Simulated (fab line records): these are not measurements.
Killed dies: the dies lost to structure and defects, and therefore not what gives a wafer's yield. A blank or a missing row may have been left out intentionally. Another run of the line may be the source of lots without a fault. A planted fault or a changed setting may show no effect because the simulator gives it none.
fab line records	flow rit_cmos
record: lots: 12	wafers: 36	last_day: 7
route steps=202 shown M1@184
lots that met no fault: from a run of the same line without faults
start_h: hours from the record's first day to the start of the lot's first wafer shown	wait_h: hours since the lot's step before	" same as the row above	L1.1+2: a row that stands for several wafers	- either no value or no given start	* or withheld: withheld	< > ~ a bound
route shown NAME@n: NAME is a module with steps in the file, n the number in the route of the first one	usual: mean and standard deviation over wafers with no fault	same: alike in all rows	chamber/n: place in a boat	sites: readings site by site	_std_site: the standard deviation of these	_edge_site: the outer-site mean with the inner-site mean subtracted	radius_mm: how far each site lies from the wafer's centre	mask NAME#n: copy n	behind: tool/chamber where the wafer was last shaped	hold: what put the lot on hold/how long, in hours/how the hold closed	device: the transistor (n, p or np) that didn't switch	end of line: tests of these same wafers at the route's end	a step with no rows: only its recipe	killed: dies lost to structure and defects at the first sort, not the wafer's yield	map: shows each die of a wafer: x if killed, . if not, _ if none is there
set.NAME: the run value of the setting; set.NAME@STEP: its run value at that earlier step	model.NAME: the simulator's own value behind a step, which no gauge read
steps of the route over a sample of lots; a table a step, a row a wafer
services: from which hour (start_h, from the record's first day; less than 0 if before it) a tool's chamber was out of use, for how many hours, and why
== steps ==
step: RIT_M1_SPUTTER_00
recipe: material: Al	target_thk_nm: 400	power_w: 2055	chamber_pressure_pa: 0.4	gas: Ar	time_s: 500	substrate_temp_c: 25
usual: throttle_valve_pct: 29.9/0.52
lot.wafer	tool	chamber	start_h	wait_h	throttle_valve_pct
L179.1	pvd_sputter-03	-	54.72	0.0	30.1
L179.2	"	-	"	"	30.4
L179.6	"	-	"	"	29.8
L180.1	pvd_sputter-02	-	57.87	0.0	30.0
L180.2	"	-	"	"	29.9
L180.4	"	-	"	"	28.9
L181.3	pvd_sputter-03	-	62.12	0.0	30.0
L181.4	"	-	"	"	30.4
L181.5	"	-	"	"	30.3
L182.1	pvd_sputter-02	-	69.55	0.0	29.9
L182.3	"	-	"	"	30.1
L182.4	"	-	"	"	29.0
L187.1	pvd_sputter-03	-	99.41	0.0	30.0
L187.3	"	-	"	"	30.4
L187.6	"	-	"	"	30.4
L189.2	pvd_sputter-03	-	107.52	0.0	30.2
L189.4	"	-	"	"	29.8
L189.5	"	-	"	"	30.3
L192.1	pvd_sputter-04	-	119.43	0.0	29.3
L192.5	"	-	"	"	29.4
L192.6	"	-	"	"	28.9
L195.1	pvd_sputter-02	-	134.68	0.0	28.8
L195.5	"	-	"	"	30.0
L195.6	"	-	"	"	30.0
L196.1	pvd_sputter-04	-	140.75	0.0	30.4
L196.2	"	-	"	"	29.8
L196.5	"	-	"	"	29.2
L198.1	pvd_sputter-04	-	148.81	0.0	30.3
L198.4	"	-	"	"	29.9
L198.5	"	-	"	"	30.2
L200.1	pvd_sputter-04	-	157.89	0.0	29.4
L200.2	"	-	"	"	30.0
L200.5	"	-	"	"	29.9
L202.1	pvd_sputter-04	-	167.76	0.0	30.2
L202.2	"	-	"	"	29.5
L202.4	"	-	"	"	29.9
step: RIT_M1_RS_MEAS_01
recipe: thk_meas_gauge: four-point-probe	reads: Al_of_M1_SPUTTER_00
usual: M1_AL_RS: 0.0712/0.00075
lot.wafer	tool	chamber	start_h	wait_h	M1_AL_RS[ohm/sq]
L179.1	film_metro-02	-	55.12	0.2	0.0701
L179.2	"	-	"	"	0.0707
L179.6	"	-	"	"	0.0706
L180.1	film_metro-04	-	58.16	0.1	0.0706
L180.2	"	-	"	"	0.0709
L180.4	"	-	"	"	0.0717
L181.3	film_metro-02	-	62.45	0.2	0.0706
L181.4	"	-	"	"	0.0707
L181.5	"	-	"	"	0.0712
L182.1	film_metro-04	-	69.85	0.1	0.0712
L182.3	"	-	"	"	0.0706
L182.4	"	-	"	"	0.0714
L187.1	film_metro-01	-	99.70	0.1	0.0528
L187.3	"	-	"	"	0.0527
L187.6	"	-	"	"	0.0526
L189.2	film_metro-01	-	107.84	0.2	0.0532
L189.4	"	-	"	"	0.0532
L189.5	"	-	"	"	0.0530
L192.1	film_metro-04	-	119.72	0.1	0.0716
L192.5	"	-	"	"	0.0718
L192.6	"	-	"	"	0.0723
L195.1	film_metro-02	-	134.97	0.1	0.0709
L195.5	"	-	"	"	0.0705
L195.6	"	-	"	"	0.0709
L196.1	film_metro-02	-	141.05	0.1	0.0695
L196.2	"	-	"	"	0.0702
L196.5	"	-	"	"	0.0699
L198.1	film_metro-04	-	149.10	0.1	0.0722
L198.4	"	-	"	"	0.0713
L198.5	"	-	"	"	0.0723
L200.1	film_metro-02	-	158.19	0.1	0.0714
L200.2	"	-	"	"	0.0718
L200.5	"	-	"	"	0.0710
L202.1	film_metro-04	-	168.05	0.1	0.0713
L202.2	"	-	"	"	0.0702
L202.4	"	-	"	"	0.0706
step: RIT_M1_THK_MEAS_02
recipe: thk_meas_gauge: xrf	reads: Al_of_M1_SPUTTER_00
usual: M1_AL_THK: 416/4.2
lot.wafer	tool	chamber	start_h	wait_h	M1_AL_THK[nm]
L179.1	film_metro-02	-	55.24	0.1	422
L179.2	"	-	"	"	414
L179.6	"	-	"	"	418
L180.1	film_metro-04	-	58.28	0.1	420
L180.2	"	-	"	"	418
L180.4	"	-	"	"	414
L181.3	film_metro-02	-	62.55	0.1	416
L181.4	"	-	"	"	415
L181.5	"	-	"	"	414
L182.1	film_metro-04	-	69.97	0.1	420
L182.3	"	-	"	"	421
L182.4	"	-	"	"	418
L187.1	film_metro-01	-	99.82	0.1	566
L187.3	"	-	"	"	562
L187.6	"	-	"	"	567
L189.2	film_metro-01	-	107.95	0.1	559
L189.4	"	-	"	"	559
L189.5	"	-	"	"	565
L192.1	film_metro-04	-	119.84	0.1	416
L192.5	"	-	"	"	415
L192.6	"	-	"	"	412
L195.1	film_metro-02	-	135.09	0.1	419
L195.5	"	-	"	"	420
L195.6	"	-	"	"	418
L196.1	film_metro-02	-	141.17	0.1	425
L196.2	"	-	"	"	422
L196.5	"	-	"	"	422
L198.1	film_metro-04	-	149.22	0.1	411
L198.4	"	-	"	"	415
L198.5	"	-	"	"	410
L200.1	film_metro-02	-	158.31	0.1	412
L200.2	"	-	"	"	411
L200.5	"	-	"	"	414
L202.1	film_metro-04	-	168.17	0.1	415
L202.2	"	-	"	"	422
L202.4	"	-	"	"	419
step: RIT_M1_METAL_ETCH_12
recipe: stop_on: SiO2	chemistry: Cl2/BCl3	target: Al	time_s: 165	over_etch_frac: 0.5	pressure_mtorr: 100	target_depth_a: 6000	rf_w: 250	Cl2_flow_sccm: 60	bcl3_flow_sccm: 50
usual: drypump_motor_current_A: 5.5/0.3	oes_product_au: 0.792/0.011	throttle_valve_pct: 8.29/0.058
lot.wafer	tool	chamber	start_h	wait_h	drypump_motor_current_A	oes_product_au	rf_hours_counter_h	throttle_valve_pct
L179.1	rie_metal-01	0	56.92	0.2	4.9	0.798	4	8.27
L179.2	"	1	"	"	5.8	0.783	4	8.22
L179.6	"	0	"	"	5.0	0.784	-	8.28
L180.1	rie_metal-04	1	59.63	0.2	5.5	0.814	1	8.23
L180.2	"	0	"	"	5.7	0.796	1	8.38
L180.4	"	1	"	"	5.5	0.802	-	8.23
L181.3	rie_metal-02	1	63.93	0.2	5.7	0.789	-	8.32
L181.4	"	0	"	"	5.6	0.799	-	8.36
L181.5	"	1	"	"	5.7	0.788	-	8.31
L182.1	rie_metal-01	1	71.31	0.2	5.8	0.783	4	8.23
L182.3	"	1	"	"	5.8	0.779	-	8.23
L182.4	"	1	"	"	5.8	0.782	-	8.22
L187.1	rie_metal-02	1	101.33	0.2	5.7	0.944	34	8.30
L187.3	"	0	"	"	5.6	0.950	-	8.32
L187.6	"	1	"	"	5.7	0.945	-	8.28
L189.2	rie_metal-04	0	109.53	0.2	5.7	0.953	1	8.35
L189.4	"	1	"	"	5.5	0.960	-	8.22
L189.5	"	0	"	"	5.7	0.956	-	8.35
L192.1	rie_metal-04	0	121.48	0.2	5.6	0.788	1	8.37
L192.5	"	0	"	"	5.7	0.789	-	8.38
L192.6	"	1	"	"	5.5	0.805	-	8.24
L195.1	rie_metal-01	1	136.44	0.2	5.9	0.786	6	8.22
L195.5	"	0	"	"	5.0	0.791	-	8.26
L195.6	"	1	"	"	5.9	0.787	-	8.23
L196.1	rie_metal-04	1	142.51	0.2	5.5	0.821	1	8.24
L196.2	"	0	"	"	5.7	0.802	1	8.38
L196.5	"	0	"	"	5.7	0.805	-	8.37
L198.1	rie_metal-04	1	150.76	0.2	5.5	0.799	2	8.24
L198.4	"	1	"	"	5.5	0.814	-	8.24
L198.5	"	1	"	"	5.5	0.802	-	8.25
L200.1	rie_metal-02	1	159.66	0.2	5.7	0.799	0	8.31
L200.2	"	0	"	"	5.6	0.797	0	8.35
L200.5	"	1	"	"	5.7	0.788	-	8.31
L202.1	rie_metal-01	1	169.52	0.2	5.8	0.775	6	8.24
L202.2	"	0	"	"	4.9	0.791	5	8.29
L202.4	"	0	"	"	5.0	0.788	-	8.27
step: RIT_M1_PROBE_99
usual: defect_limited_yield: 97.4/1.1	killed_at_contacts: 0.1/0.27	killed_at_front_end: 7/3	killed_dies: 7.0/3	killed_open: 3.5/2.1	killed_short: 3.4/1.9
same: gross_dies: 264	killed_at_M0_to_M3: 0	killed_at_M4_up: 0	killed_at_back_side: 0	killed_at_other: 0
lot.wafer	tool	chamber	start_h	wait_h	defect_limited_yield[%]	killed_at_contacts	killed_at_front_end	killed_dies	killed_open	killed_short
L179.1	prober-02	-	62.54	0.1	96.6	0	9	9	2	7
L179.2	prober-02	-	62.59	0.1	96.2	0	10	10	5	5
L179.6	prober-02	-	62.79	0.2	96.6	0	9	9	5	4
L180.1	prober-01	-	62.54	0.1	99.2	0	2	2	0	2
L180.2	prober-01	-	62.59	0.1	97.0	0	8	8	8	0
L180.4	prober-01	-	62.69	0.2	95.8	0	11	11	3	8
L181.3	prober-01	-	66.23	0.2	98.9	0	3	3	1	2
L181.4	prober-01	-	66.28	0.2	97.3	0	7	7	6	1
L181.5	prober-01	-	66.33	0.2	98.5	0	4	4	0	4
L182.1	prober-02	-	73.73	0.1	97.3	0	7	7	5	2
L182.3	prober-02	-	73.83	0.2	96.6	0	9	9	6	3
L182.4	prober-02	-	73.88	0.2	98.9	0	3	3	1	2
L187.1	prober-01	-	103.67	0.1	96.2	0	10	10	7	3
L187.3	prober-01	-	103.77	0.2	97.3	0	7	7	2	5
L187.6	prober-01	-	103.92	0.2	98.9	0	3	3	1	2
L189.2	prober-01	-	113.25	0.1	96.2	1	9	10	3	7
L189.4	prober-01	-	113.35	0.2	95.8	0	11	11	4	7
L189.5	prober-01	-	113.40	0.2	95.5	0	12	12	8	4
L192.1	prober-02	-	123.73	0.1	97.7	0	6	6	3	3
L192.5	prober-02	-	123.93	0.2	94.7	1	13	14	9	5
L192.6	prober-02	-	123.98	0.2	95.8	0	11	11	4	7
L195.1	prober-01	-	138.69	0.1	98.1	1	4	5	2	3
L195.5	prober-01	-	138.89	0.2	97.3	0	7	7	3	4
L195.6	prober-01	-	138.94	0.2	98.1	0	5	5	2	3
L196.1	prober-02	-	144.79	0.1	96.2	0	10	10	6	4
L196.2	prober-02	-	144.84	0.1	98.5	0	4	4	1	3
L196.5	prober-02	-	144.99	0.2	97.7	0	6	6	5	1
L198.1	prober-02	-	153.30	0.1	98.9	0	3	3	2	1
L198.4	prober-02	-	153.45	0.2	98.1	0	5	5	1	4
L198.5	prober-02	-	153.50	0.2	97.0	0	8	8	5	3
L200.1	prober-02	-	163.67	0.1	96.2	0	10	10	4	6
L200.2	prober-02	-	163.72	0.1	98.1	0	5	5	2	3
L200.5	prober-02	-	163.87	0.2	97.3	0	7	7	3	4
L202.1	prober-02	-	171.77	0.1	98.1	0	5	5	2	3
L202.2	prober-02	-	171.82	0.1	98.5	0	4	4	2	2
L202.4	prober-02	-	171.92	0.2	96.6	0	9	9	3	6
killed by level:class
L179.1 GATE:geometric_particle:short=3 FOX1:geometric_particle:short=2 FOX1:geometric_particle:open=1 GATE:geometric_particle:open=1 REOX:geometric_particle:short=1 SILICIDE:geometric_particle:short=1
L180.1 GATE:geometric_particle:short=1 SILICIDE:geometric_particle:short=1
L179.2 GATE:geometric_particle:open=4 SPACER:geometric_particle:short=2 FOX1:geometric_particle:short=1 GATE:geometric_particle:short=1 REOX:geometric_particle:short=1 SILICIDE:geometric_particle:open=1
L180.2 GATE:geometric_particle:open=4 REOX:geometric_particle:open=2 FOX1:geometric_particle:open=1 SILICIDE:geometric_particle:open=1
L180.4 SILICIDE:geometric_particle:short=3 GATE:geometric_particle:open=2 GATE:geometric_particle:short=2 SPACER:geometric_particle:short=2 FOX2:geometric_particle:short=1 FOX2:geometric_particle:open=1
L179.6 FOX1:geometric_particle:short=2 REOX:geometric_particle:open=2 FOX1:geometric_particle:open=1 FOX2:geometric_particle:open=1 GATE:geometric_particle:short=1 REOX:geometric_particle:short=1 SPACER:geometric_particle:open=1
L181.3 GATE:geometric_particle:short=1 SPACER:geometric_particle:open=1 SILICIDE:geometric_particle:short=1
L181.4 SILICIDE:geometric_particle:open=3 GATE:geometric_particle:open=1 REOX:geometric_particle:open=1 REOX:geometric_particle:short=1 SPACER:geometric_particle:open=1
L181.5 GATE:geometric_particle:short=3 SILICIDE:geometric_particle:short=1
L182.1 GATE:geometric_particle:open=3 FOX2:geometric_particle:short=1 FOX2:geometric_particle:open=1 SPACER:geometric_particle:short=1 SPACER:geometric_particle:open=1
L182.3 SILICIDE:geometric_particle:open=3 FOX1:geometric_particle:open=2 GATE:geometric_particle:short=2 FOX2:geometric_particle:short=1 GATE:geometric_particle:open=1
L182.4 GATE:geometric_particle:open=1 GATE:geometric_particle:short=1 SILICIDE:geometric_particle:short=1
L187.1 GATE:geometric_particle:open=3 SILICIDE:geometric_particle:open=3 FOX1:geometric_particle:short=1 FOX2:geometric_particle:open=1 GATE:geometric_particle:short=1 REOX:geometric_particle:short=1
L187.3 REOX:geometric_particle:short=3 FOX2:geometric_particle:short=1 GATE:geometric_particle:short=1 REOX:geometric_particle:open=1 SPACER:geometric_particle:open=1
L187.6 GATE:geometric_particle:open=1 GATE:geometric_particle:short=1 SPACER:geometric_particle:short=1
L189.2 SILICIDE:geometric_particle:short=3 FOX1:geometric_particle:open=1 FOX2:geometric_particle:short=1 GATE:geometric_particle:open=1 GATE:geometric_particle:short=1 REOX:geometric_particle:short=1 SPACER:geometric_particle:open=1 CONTACT:geometric_particle:short=1
L189.4 GATE:geometric_particle:open=2 GATE:geometric_particle:short=2 SPACER:geometric_particle:short=2 SILICIDE:geometric_particle:short=2 FOX1:geometric_particle:short=1 FOX2:geometric_particle:open=1 SILICIDE:geometric_particle:open=1
L189.5 SPACER:geometric_particle:open=3 SILICIDE:geometric_particle:open=3 GATE:geometric_particle:short=2 FOX1:geometric_particle:open=1 REOX:geometric_particle:open=1 REOX:geometric_particle:short=1 SPACER:geometric_particle:short=1
L192.1 FOX2:geometric_particle:open=1 FOX2:geometric_particle:short=1 GATE:geometric_particle:short=1 SPACER:geometric_particle:open=1 SILICIDE:geometric_particle:short=1 SILICIDE:geometric_particle:open=1
L192.5 GATE:geometric_particle:open=4 REOX:geometric_particle:open=2 REOX:geometric_particle:short=2 SILICIDE:geometric_particle:open=2 SILICIDE:geometric_particle:short=2 GATE:geometric_particle:short=1 CONTACT:geometric_particle:open=1
L192.6 SILICIDE:geometric_particle:short=3 FOX1:geometric_particle:open=1 FOX2:geometric_particle:short=1 GATE:geometric_particle:short=1 GATE:geometric_particle:open=1 REOX:geometric_particle:short=1 SPACER:geometric_particle:open=1 SPACER:geometric_particle:short=1
L195.1 FOX1:geometric_particle:short=1 FOX2:geometric_particle:short=1 GATE:geometric_particle:short=1 GATE:geometric_particle:open=1 CONTACT:geometric_particle:open=1
L195.5 GATE:geometric_particle:short=3 GATE:geometric_particle:open=2 FOX1:geometric_particle:open=1 SILICIDE:geometric_particle:short=1
L195.6 GATE:geometric_particle:short=3 FOX1:geometric_particle:open=1 GATE:geometric_particle:open=1
L196.1 GATE:geometric_particle:open=4 GATE:geometric_particle:short=2 FOX2:geometric_particle:short=1 FOX2:geometric_particle:open=1 REOX:geometric_particle:short=1 SILICIDE:geometric_particle:open=1
L196.2 GATE:geometric_particle:short=2 SPACER:geometric_particle:open=1 SILICIDE:geometric_particle:short=1
L196.5 FOX2:geometric_particle:open=2 GATE:geometric_particle:open=2 FOX2:geometric_particle:short=1 REOX:geometric_particle:open=1
L198.1 REOX:geometric_particle:open=1 SPACER:geometric_particle:open=1 SILICIDE:geometric_particle:short=1
L198.4 GATE:geometric_particle:short=3 FOX2:geometric_particle:short=1 GATE:geometric_particle:open=1
L198.5 FOX1:geometric_particle:short=2 GATE:geometric_particle:open=2 FOX1:geometric_particle:open=1 FOX2:geometric_particle:open=1 SPACER:geometric_particle:open=1 SILICIDE:geometric_particle:short=1
L200.1 GATE:geometric_particle:short=2 FOX1:geometric_particle:open=1 FOX1:geometric_particle:short=1 FOX2:geometric_particle:short=1 FOX2:geometric_particle:open=1 GATE:geometric_particle:open=1 REOX:geometric_particle:short=1 REOX:geometric_particle:open=1
L200.2 GATE:geometric_particle:open=2 GATE:geometric_particle:short=2 SILICIDE:geometric_particle:short=1
L200.5 GATE:geometric_particle:open=3 REOX:geometric_particle:short=2 GATE:geometric_particle:short=1 SPACER:geometric_particle:short=1
L202.1 GATE:geometric_particle:open=2 GATE:geometric_particle:short=1 REOX:geometric_particle:short=1 SPACER:geometric_particle:short=1
L202.2 GATE:geometric_particle:open=2 SPACER:geometric_particle:short=2
L202.4 GATE:geometric_particle:short=4 SILICIDE:geometric_particle:short=2 GATE:geometric_particle:open=1 REOX:geometric_particle:open=1 SILICIDE:geometric_particle:open=1
== services ==
tool	chamber	start_h	hours	kind
rie_metal-01	-	42.96	0.2	repair
rie_metal-01	0	61.42	26.3	repair
rie_metal-01	1	105.66	11.3	repair
pvd_sputter-04	-	111.11	2.1	repair
rie_metal-02	-	136.12	20.0	pm
rie_metal-02	0	136.12	20.0	vent_cycle
rie_metal-02	1	136.12	20.0	vent_cycle
rie_metal-04	-	136.19	4.0	pm
pvd_sputter-02	-	143.79	8.6	repair
pvd_sputter-02	-	148.80	4.6	repair
rie_metal-02	0	156.12	-	clean
rie_metal-02	1	156.12	-	clean
rie_metal-01	-	164.96	0.3	repair
== key ==
first_sign: step: RIT_M1_RS_MEAS_01	reading: M1_AL_RS	direction: down	sigmas: 25	usual: 0.0712	struck: 0.0529
effect: step: RIT_M1_THK_MEAS_02	reading: M1_AL_THK	direction: up	sigmas: 35	usual: 416	struck: 563
effect: step: RIT_M1_METAL_ETCH_12	reading: oes_product_au	direction: up	sigmas: 15	usual: 0.792	struck: 0.951
met_at RIT_M1_SPUTTER_00
struck_lots L187,L189
onset_between 62.12 99.41
fault: kind: process_parameter_drift	tool: pvd_sputter-03	chamber: -	onset_h: 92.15	steps: RIT_M1_SPUTTER_00	channel: target_thk_nm	offset: 136.95	shape: step	end_h: 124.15	stated: 400
